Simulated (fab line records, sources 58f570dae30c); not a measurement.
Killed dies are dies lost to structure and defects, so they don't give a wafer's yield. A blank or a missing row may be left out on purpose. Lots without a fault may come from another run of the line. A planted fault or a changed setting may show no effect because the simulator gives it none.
Chamber matching | flow berkeley_cmos170 | UCB170_V1_CMP_02 on cmp-02: 4 sister chambers
The step polishes SiO2. 8 wafers are shown with their chamber, then 8 later ones without.

WAFERS WITH THEIR CHAMBER
wafer  | chamber | motor_current_A (A)
L911.4 | 0       | 15.4
L914.6 | 2       | 17.5
L917.6 | 0       | 15.9
L918.4 | 2       | 17.5
L921.2 | 3       | 16.3
L921.3 | 1       | 16.7
L921.6 | 3       | 16.4
L924.3 | 1       | 16.3

WAFERS WITHOUT THEIR CHAMBER
wafer  | motor_current_A (A)
L924.4 | 16.6
L924.5 | 15.5
L927.2 | 17.5
L927.3 | 15.4
L927.5 | 18.0
L932.3 | 15.6
L932.4 | 18.4
L932.5 | 16.4

WHICH CHAMBER EACH WENT THROUGH
wafer  | from the rows above     | in truth
L924.4 | can't be placed: 1 or 3 | 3
L924.5 | 0                       | 0
L927.2 | 2                       | 2
L927.3 | 0                       | 0
L927.5 | 2                       | 2
L932.3 | 0                       | 0
L932.4 | 2                       | 2
L932.5 | can't be placed: 3 or 1 | 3
Placed correctly: 6 of 8. Can't be placed from these rows: 2 (the true chamber is among the candidates in 2). Placed wrongly: 0.
How it was worked out, from the rows above alone: a wafer's distance from a chamber is the root of the sum, over the readings, of the square of ((its reading less the chamber's mean) divided by the reading's scatter). The wafer belongs to the nearest chamber; if the next one is less than 2 further off, it can't be placed. A chamber's mean is the mean of its shown wafers. The scatter: the root of (the sum of the squares of (reading less its chamber's mean) over the shown wafers, divided by (wafers less chambers)).
